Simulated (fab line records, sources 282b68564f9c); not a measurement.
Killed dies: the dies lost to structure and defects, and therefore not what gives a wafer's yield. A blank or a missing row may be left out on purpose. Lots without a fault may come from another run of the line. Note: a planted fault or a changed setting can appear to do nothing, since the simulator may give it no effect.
Which tool is to blame? -- flow rit cmos -- 42 wafers from 14 lots sampled at 2 of the route's 202 steps

## WHAT THE GAUGES READ, wafer by wafer
RIT_FOX1_THK_MEAS_01.
lot,measured,on,FOX1_OXIDE_THK (nm)
L521,day 1 23:31,film metro-01,350 340 337
L522,day 2 03:22,film metro-02,342 344 347
L523,day 2 09:22,film metro-03,356 356 354
L525,day 2 20:22,film metro-01,347 350 349
L527,day 3 06:20,film metro-02,350 357 354
L528,day 3 09:14,film metro-03,339 343 346
L529,day 3 16:04,film metro-01,347 342 342
L530,day 3 21:43,film metro-02,344 352 347
L531,day 4 02:24,film metro-02,354 348 353
L532,day 4 06:07,film metro-02,306 306 309
L533,day 4 13:25,film metro-01,303 305 308
L534,day 4 17:53,film metro-03,356 352 344
L541,day 6 08:34,film metro-02,356 352 353
L543,day 6 17:33,film metro-01,360 358 356

## WHAT TOOL EACH LOT RAN ON (gives the tool, then ch and the chambers of the sampled wafers, and finally the start)
lot,RIT_FOX1_OXIDATION_00
L521,"furnace-04 ch 0, day 1 22:11"
L522,"furnace-04 ch 0, day 2 02:03"
L523,"furnace-01 ch 0, day 2 08:03"
L525,"furnace-04 ch 0, day 2 19:03"
L527,"furnace-01 ch 0, day 3 05:01"
L528,"furnace-04 ch 0, day 3 07:55"
L529,"furnace-01 ch 0, day 3 14:44"
L530,"furnace-01 ch 0, day 3 20:22"
L531,"furnace-03 ch 0, day 4 01:05"
L532,"furnace-01 ch 0, day 4 04:47"
L533,"furnace-01 ch 0, day 4 12:05"
L534,"furnace-03 ch 0, day 4 16:34"
L541,"furnace-04 ch 0, day 6 07:15"
L543,"furnace-04 ch 0, day 6 16:13"
- RIT_FOX1_OXIDATION_00: target thk 350.7 nm, ox time 1130 s.

## AS READ BY THE TOOLS THEMSELVES (means over the sampled wafers that have a number; for cases with no such wafer, the mark the record gives instead)
The record holds no such reading with a usual standard deviation.

## THE ANSWER, worked out from the rows above alone
Rule: the usual values come from the lots themselves. The widest of any qualifying gaps counts: lots, ordered by their means at a reading, are off when they make up no more than a third of the lots, leave a main group of 4 or more, and stand apart from it by 3 or more times the standard deviation of that group's means. Not used: any main group whose means are identical at the precision the tables above print for the reading. A lot without any number at a reading at which 4 lots or more have one is off too. Where the step has rows for the other lots, those lots are counted as sound. After the gauges, taken in route order, come the tools' own readings; for these a lot's mean is taken, as printed above. The first step at which some lot is off is used, and at that step the reading that is off furthest; a lot without a number counts as furthest.
Off: at RIT_FOX1_THK_MEAS_01 (FOX1_OXIDE_THK), L532, L533. Mean 349 nm and standard deviation 5.1 in the main group.
A tool fits if, at a process step before that reading, it ran every lot that is off, and no sound lot after the first of them. Those tools and the gauges at RIT_FOX1_THK_MEAS_01 are tried in the same way. One candidate fits, namely furnace-01 at RIT_FOX1_OXIDATION_00. Its last sound lot is L530 (day 3 20:22), its first lot that is off L532 (day 4 04:47): a fault that began between those two fits.

## WHAT THE SIMULATOR PUT IN
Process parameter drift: furnace-01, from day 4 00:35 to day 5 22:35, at RIT_FOX1_OXIDATION_00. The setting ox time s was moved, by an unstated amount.
Struck lots among those shown: L532, L533. The rule given above showed the same thing.
